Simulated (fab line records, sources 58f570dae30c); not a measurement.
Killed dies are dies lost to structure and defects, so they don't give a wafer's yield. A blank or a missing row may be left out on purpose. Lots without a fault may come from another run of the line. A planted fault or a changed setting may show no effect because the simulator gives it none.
Problem report in the 8D (eight disciplines) form, filled by code | flow berkeley_cmos170 | the parts of the form that need people (team, actions taken, sign-off) are left out

1. THE PROBLEM
PSD_RS at UCB170_SDANNEAL_RS_MEAS_02 reads a mean of 65.4 ohm/sq on 6 wafers of 2 lots; wafers without a fault read 75.5 ohm/sq with a standard deviation of 0.33. That is -31 standard deviations from the usual mean.
The step: measures by four-point-probe.
First seen on wafer L717.2, day 12 18:42, on film_metro-02. The record holds 42 wafers of 14 lots with a number at this step. Rule for "out", or "out of limits": more than 4 standard deviations from the usual mean. The other wafers with a number count as sound.

2. WHAT IT IS AND WHAT IT IS NOT
question                    | is                           | is not
which readings at this step | PSD_RS                       | -
which lots                  | L717, L719                   | L698, L699, L701, L702, L703, L704, L705, L706, L708, L710, L711, L712
which wafers of those lots  | all that have a number       | -
read on which gauges        | film_metro-02, film_metro-04 | film_metro-01
when                        | from day 12 18:42            | up to then (36 sound wafers)

3. SUSPECTS, AND WHAT RULES EACH OUT
Counting: a tool at a process step up to the reading stays a suspect if it ran every lot that is out and no sound lot after the first of them.
- the gauge at UCB170_SDANNEAL_RS_MEAS_02: ruled out. The wafers that are out were read on 2 gauges (film_metro-02, film_metro-04).
- rtp_anneal-02 at UCB170_SDANNEAL_RTA_01 (time 5 s): kept. It ran every lot that is out, first L717 (day 12 18:38), and no sound lot after that; its last sound lot up to then is L712 (day 11 03:22). Its own readings are out on those wafers: wafer_temp_C_max.
Left after counting: rtp_anneal-02 at UCB170_SDANNEAL_RTA_01.

4. THE CAUSE (what the simulator had put in)
Process parameter drift: rtp_anneal-02, from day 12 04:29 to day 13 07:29, at UCB170_SDANNEAL_RTA_01. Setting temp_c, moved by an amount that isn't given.
Counting left only this tool.

5. THE CHAIN OF EFFECTS, in route order
Each row: a reading whose mean over the struck wafers that have a number lies more than 3 standard deviations from the usual. Only readings for which the record gives a usual standard deviation are gone through. hours: the time from each lot's start at the first step in this table that gives one to its start at this step, as a median over the lots. sigmas: the change in usual standard deviations.
hours | step                       | reading          | usual        | on struck wafers | change | sigmas
0     | UCB170_SDANNEAL_RTA_01     | wafer_temp_C_max | 1054.5       | 1080.3           | +25.8  | +14
0     | UCB170_SDANNEAL_RS_MEAS_02 | PSD_RS           | 75.5 ohm/sq  | 65.4             | -10.1  | -31
0     | UCB170_SDANNEAL_RS_MEAS_03 | NSD_RS           | 37.17 ohm/sq | 35.69            | -1.48  | -15
0     | UCB170_SDANNEAL_RS_MEAS_04 | PLDD_RS          | 1030 ohm/sq  | 1010             | -20    | -5.8
The process steps in it:
- UCB170_SDANNEAL_RTA_01: time 5 s.

6. WHAT WOULD HAVE CAUGHT IT SOONER
In this record the first reading out of limits at a measuring or inspecting step was taken at day 12 18:42, 14 hours after the fault began at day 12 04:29.
The tool's own readings at UCB170_SDANNEAL_RTA_01 were out on every struck wafer that the step has a row for (wafer_temp_C_max): an alarm limit on them would have fired on the first of those.
Of the lots that are out (2), L719 began UCB170_SDANNEAL_RTA_01 on rtp_anneal-02 after day 12 18:42. A hold on the tool at that time would have spared it.
